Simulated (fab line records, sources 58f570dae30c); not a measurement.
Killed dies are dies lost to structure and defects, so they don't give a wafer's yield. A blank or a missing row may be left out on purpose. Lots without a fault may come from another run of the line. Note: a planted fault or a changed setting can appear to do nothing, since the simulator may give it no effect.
fab line records ; flow berkeley-cmos170 ; part 2 of 2: steps 26 to 36 of 36
record lots=5; wafers=15; last-day=11
route steps=331 shown NLDD@168 SPACER@171 PSD@175 NSD@187 BACKSIDE@199
lots untouched by any fault: they come from a run of this same line in which no faults occurred
start-h: hours from the record's opening day to when the first of the lot's shown wafers began ; wait-h: how many hours have passed since the lot's step before this one ; " identical to the entry in the row above ; L1.1+2: one row covering several wafers at once ; - either no value or no given start ; * or withheld: withheld ; < > ~ a bound
route shown NAME@n: names a module that has steps shown in the file, with the first one's number in the route ; usual: average and standard deviation across the fault-free wafers ; same: alike in all rows ; chamber/n: place in a boat ; sites: per-site readings ; _std_site: standard deviation across them ; _edge_site: mean of outer sites minus mean of inner sites ; radius-mm: how far each site lies from the wafer's centre ; mask NAME#n: copy n ; behind: the most recent tool/chamber to have shaped the wafer ; hold: why the lot went on hold/how many hours it stayed there/how the hold came to an end ; device: the n, p or np transistor that did not switch ; end of line: the route-end tests of the same wafers ; a step given without rows: its recipe and nothing more ; killed: at the first sort, the dies lost to defects and structure; wafer yield is something else ; map: a wafer's dies, marking killed ones x, the rest . and places with no die _
set.NAME: the setting as run; set.NAME@STEP: as run at that earlier step ; model.NAME: the simulator's own value behind a step, which no gauge read
lots seen at some steps along the route; tables by step, rows by wafer
services: the hour from which a tool's chamber was out of use, counted from the record's first day as start-h (under 0 if before that day), plus the number of hours and why
## steps
# step UCB170_NSD_CD_MEAS_06
# recipe target-cd-nm=1200
# usual cd-nm=1200.0/1.4
lot.wafer;tool;chamber;start-h;wait-h;cd-nm
L074.1;cd-sem-02;-;169.38;-;1199.1
L074.3;cd-sem-02;-;169.38;-;1201.3
L074.4;cd-sem-02;-;169.38;-;1199.2
L077.2;cd-sem-01;-;185.21;-;1197.1
L077.5;cd-sem-01;-;185.21;-;1198.9
L077.6;cd-sem-01;-;185.21;-;1198.0
L083.1;cd-sem-02;-;202.56;-;1198.7
L083.3;cd-sem-02;-;202.56;-;1199.6
L083.5;cd-sem-02;-;202.56;-;1198.3
L087.4;cd-sem-02;-;216.97;-;1201.4
L087.5;cd-sem-02;-;216.97;-;1200.9
L087.6;cd-sem-02;-;216.97;-;1200.9
L090.2;cd-sem-02;-;240.68;-;1200.6
L090.4;cd-sem-02;-;240.68;-;1201.5
L090.6;cd-sem-02;-;240.68;-;1202.4
# step UCB170_NSD_OVL_MEAS_07
# usual NSD_OVL=0/5.5
lot.wafer;tool;chamber;start-h;wait-h;NSD_OVL[nm]
L074.1;overlay-01;-;169.50;0.1;-1
L074.3;overlay-01;-;169.50;0.1;0
L074.4;overlay-01;-;169.50;0.1;6
L077.2;overlay-01;-;185.32;0.1;0
L077.5;overlay-01;-;185.32;0.1;4
L077.6;overlay-01;-;185.32;0.1;2
L083.1;overlay-02;-;202.68;0.1;6
L083.3;overlay-02;-;202.68;0.1;2
L083.5;overlay-02;-;202.68;0.1;3
L087.4;overlay-01;-;217.05;0.1;-5
L087.5;overlay-01;-;217.05;0.1;-2
L087.6;overlay-01;-;217.05;0.1;-5
L090.2;overlay-02;-;240.78;0.1;-1
L090.4;overlay-02;-;240.78;0.1;6
L090.6;overlay-02;-;240.78;0.1;8
# step UCB170_NSD_IMPLANT_08
# recipe species=P; dose-cm2=3e+15; energy-kev=40; tilt-deg=7
lot.wafer;tool;chamber;start-h;wait-h
L074.1+3+4;implanter-04;0;169.53;0.0
L077.2+5+6;implanter-02;0;185.37;0.0
L083.1+3+5;implanter-03;0;202.71;0.0
L087.4+5+6;implanter-03;0;217.14;0.1
L090.2+4+6;implanter-03;0;240.84;0.0
# step UCB170_NSD_STRIP_09
# recipe chemistry=O2; power-w=400; pressure-mtorr=3500; platen-temp-c=withheld; o2-flow-sccm=400; overash-fraction=0.5
# usual drypump-motor-current-A=5.9/0.43; oes-product-au=0.534/0.0043; strip-time-to-endpoint-s=35.87/0.067
lot.wafer;tool;chamber;start-h;wait-h;drypump-motor-current-A;oes-product-au;rf-hours-counter-h;strip-time-to-endpoint-s
L074.1;plasma-asher-02;0;169.68;0.1;5.4;0.528;45;35.79
L074.3;plasma-asher-02;0;169.68;0.1;5.4;0.537;-;35.81
L074.4;plasma-asher-02;1;169.68;0.1;5.8;0.529;-;35.83
L077.2;plasma-asher-03;0;185.50;0.1;6.5;0.534;42;35.98
L077.5;plasma-asher-03;0;185.50;0.1;6.5;0.537;-;35.96
L077.6;plasma-asher-03;1;185.50;0.1;5.7;0.537;-;35.94
L083.1;plasma-asher-04;1;202.86;0.1;5.6;0.528;9;35.93
L083.3;plasma-asher-04;1;202.86;0.1;5.6;0.529;-;36.00
L083.5;plasma-asher-04;1;202.86;0.1;5.6;0.529;-;35.98
L087.4;plasma-asher-03;0;217.25;0.1;6.5;0.537;-;35.91
L087.5;plasma-asher-03;1;217.25;0.1;5.7;0.537;-;35.96
L087.6;plasma-asher-03;0;217.25;0.1;6.5;0.539;-;35.90
L090.2;plasma-asher-04;1;240.96;0.1;5.6;0.540;15;35.92
L090.4;plasma-asher-04;1;240.96;0.1;5.6;0.535;-;35.76
L090.6;plasma-asher-04;1;240.96;0.1;5.6;0.535;-;35.76
# step UCB170_NSD_TW_MEAS_10
# usual NSD_TW=4189/25
lot.wafer;tool;chamber;start-h;wait-h;NSD_TW
L074.1;film-metro-02;-;169.78;0.1;4213
L074.3;film-metro-02;-;169.78;0.1;4216
L074.4;film-metro-02;-;169.78;0.1;4212
L077.2;film-metro-01;-;185.61;0.1;4146
L077.5;film-metro-01;-;185.61;0.1;4174
L077.6;film-metro-01;-;185.61;0.1;4177
L083.1;film-metro-02;-;202.96;0.1;4226
L083.3;film-metro-02;-;202.96;0.1;4246
L083.5;film-metro-02;-;202.96;0.1;4230
L087.4;film-metro-02;-;217.35;0.1;4201
L087.5;film-metro-02;-;217.35;0.1;4204
L087.6;film-metro-02;-;217.35;0.1;4208
L090.2;film-metro-04;-;241.07;0.1;4190
L090.4;film-metro-04;-;241.07;0.1;4170
L090.6;film-metro-04;-;241.07;0.1;4187
# step UCB170_NSD_CLEAN_11
# recipe chemistry=SPM; temp-c=120; time-s=600
lot.wafer;tool;chamber;start-h;wait-h
L074.1+3+4;wet-bench-03;1;169.84;0.1
L077.2+5+6;wet-bench-03;1;188.07;2.4
L083.1+3+5;wet-bench-02;2;203.10;0.1
L087.4+5+6;wet-bench-03;2;217.38;0.0
L090.2+4+6;wet-bench-03;2;241.12;0.0
# step UCB170_BACKSIDE_HMDS_00
# recipe prime-time-s=60; prime-temp-c=100
# usual exhaust-pa=45.2/1; prime-temp-c=99.98/0.13
lot.wafer;tool;chamber;start-h;wait-h;exhaust-pa;prime-temp-c
L074.1;litho-track-04;0;170.02;0.0;46.1;100.12
L074.3;litho-track-04;0;170.02;0.0;46.2;99.93
L074.4;litho-track-04;0;170.02;0.0;45.6;100.24
L077.2;litho-track-04;0;188.28;0.0;46.0;99.78
L077.5;litho-track-04;0;188.28;0.0;45.5;99.98
L077.6;litho-track-04;0;188.28;0.0;43.8;100.11
L083.1;litho-track-03;0;203.29;0.0;44.0;100.00
L083.3;litho-track-03;0;203.29;0.0;44.1;100.01
L083.5;litho-track-03;0;203.29;0.0;46.4;99.88
L087.4;litho-track-02;0;217.82;0.3;45.7;100.04
L087.5;litho-track-02;0;217.82;0.3;45.0;99.93
L087.6;litho-track-02;0;217.82;0.3;45.0;99.92
L090.2;litho-track-02;0;241.32;0.0;45.1;99.91
L090.4;litho-track-02;0;241.32;0.0;45.3;99.95
L090.6;litho-track-02;0;241.32;0.0;44.5;99.95
# step UCB170_BACKSIDE_COAT_01
# recipe resist=KrF; spin-rpm=1500; resist-thk-nm=900
# usual exhaust-pa=45.1/0.87
lot.wafer;tool;chamber;start-h;wait-h;exhaust-pa
L074.1;litho-track-04;0;170.17;0.1;45.4
L074.3;litho-track-04;0;170.17;0.1;44.0
L074.4;litho-track-04;0;170.17;0.1;44.3
L077.2;litho-track-04;0;188.43;0.1;45.0
L077.5;litho-track-04;0;188.43;0.1;44.6
L077.6;litho-track-04;0;188.43;0.1;46.9
L083.1;litho-track-03;0;203.44;0.1;44.4
L083.3;litho-track-03;0;203.44;0.1;45.4
L083.5;litho-track-03;0;203.44;0.1;44.6
L087.4;litho-track-02;0;217.97;0.1;45.4
L087.5;litho-track-02;0;217.97;0.1;45.3
L087.6;litho-track-02;0;217.97;0.1;44.2
L090.2;litho-track-02;0;241.47;0.1;45.0
L090.4;litho-track-02;0;241.47;0.1;42.9
L090.6;litho-track-02;0;241.47;0.1;44.1
# step UCB170_BACKSIDE_SOFTBAKE_02
# recipe resist=KrF; temp-c=130; time-s=60
# usual exhaust-pa=44.7/0.86
lot.wafer;tool;chamber;start-h;wait-h;exhaust-pa
L074.1;litho-track-04;0;170.32;0.1;45.0
L074.3;litho-track-04;0;170.32;0.1;44.3
L074.4;litho-track-04;0;170.32;0.1;44.6
L077.2;litho-track-04;0;188.58;0.1;43.8
L077.5;litho-track-04;0;188.58;0.1;43.6
L077.6;litho-track-04;0;188.58;0.1;43.3
L083.1;litho-track-03;0;203.59;0.1;46.6
L083.3;litho-track-03;0;203.59;0.1;45.3
L083.5;litho-track-03;0;203.59;0.1;46.0
L087.4;litho-track-02;0;218.12;0.1;42.9
L087.5;litho-track-02;0;218.12;0.1;43.9
L087.6;litho-track-02;0;218.12;0.1;44.3
L090.2;litho-track-02;0;241.62;0.1;43.7
L090.4;litho-track-02;0;241.62;0.1;43.6
L090.6;litho-track-02;0;241.62;0.1;44.4
# step UCB170_BACKSIDE_STRIP_03
# recipe chemistry=O2; power-w=400; pressure-mtorr=3500; platen-temp-c=withheld; o2-flow-sccm=400; overash-fraction=0.5
# usual drypump-motor-current-A=5.7/0.45; oes-product-au=0.734/0.0045; strip-time-to-endpoint-s=22.00/0.056
lot.wafer;tool;chamber;start-h;wait-h;drypump-motor-current-A;oes-product-au;rf-hours-counter-h;strip-time-to-endpoint-s
L074.1;plasma-asher-04;1;170.47;0.1;5.6;0.738;6;22.04
L074.3;plasma-asher-04;1;170.47;0.1;5.5;0.729;-;21.94
L074.4;plasma-asher-04;0;170.47;0.1;6.5;0.732;-;22.00
L077.2;plasma-asher-04;0;188.71;0.1;6.5;0.735;8;21.88
L077.5;plasma-asher-04;1;188.71;0.1;5.6;0.728;-;21.91
L077.6;plasma-asher-04;0;188.71;0.1;6.5;0.737;-;21.90
L083.1;plasma-asher-04;0;203.74;0.1;6.5;0.731;10;21.99
L083.3;plasma-asher-04;1;203.74;0.1;5.6;0.730;-;21.99
L083.5;plasma-asher-04;0;203.74;0.1;6.5;0.738;-;21.99
L087.4;plasma-asher-04;0;218.23;0.1;6.5;0.731;-;21.99
L087.5;plasma-asher-04;1;218.23;0.1;5.6;0.728;-;21.96
L087.6;plasma-asher-04;0;218.23;0.1;6.5;0.737;-;21.95
L090.2;plasma-asher-04;1;241.75;0.1;5.6;0.724;15;22.05
L090.4;plasma-asher-04;1;241.75;0.1;5.6;0.735;-;22.08
L090.6;plasma-asher-04;0;241.75;0.1;6.5;0.735;-;22.07
# step UCB170_BACKSIDE_CLEAN_04
# recipe chemistry=SPM; temp-c=120; time-s=600
lot.wafer;tool;chamber;start-h;wait-h
L074.1+3+4;wet-bench-03;1;170.63;0.1
L077.2+5+6;wet-bench-04;2;188.86;0.1
L083.1+3+5;wet-bench-03;0;204.73;1.0
L087.4+5+6;wet-bench-03;1;218.29;0.0
L090.2+4+6;wet-bench-03;0;241.85;0.1
## services
tool;chamber;start-h;hours;kind
implanter-03;-;154.55;3.9;repair
rie-diel-01;3;154.98;7.9;repair
pecvd-01;-;156.03;1.6;repair
plasma-asher-04;-;162.68;4.5;repair
pecvd-01;-;164.52;5.5;pm
krf-scanner-01;-;166.68;1.0;pm
rie-diel-02;2;169.45;5.6;repair
furnace-04;-;169.52;3.4;pm
implanter-04;-;179.33;19.0;pm
plasma-asher-02;-;180.96;2.3;repair
krf-scanner-02;-;185.41;1.3;pm
furnace-02;-;198.72;4.0;pm
plasma-asher-02;-;200.59;14.6;pm
wet-bench-02;-;202.20;0.5;repair
rie-diel-02;3;202.29;11.7;repair
krf-scanner-02;-;210.46;1.0;pm
pecvd-01;-;211.66;2.8;pm
krf-scanner-01;-;211.75;1.3;pm
plasma-asher-02;-;215.19;15.6;pm
plasma-asher-02;-;230.79;2.8;pm
plasma-asher-04;-;231.12;1.9;repair
pecvd-04;-;233.10;14.6;pm
implanter-04;-;239.32;2.1;repair
krf-scanner-02;-;239.36;0.2;repair
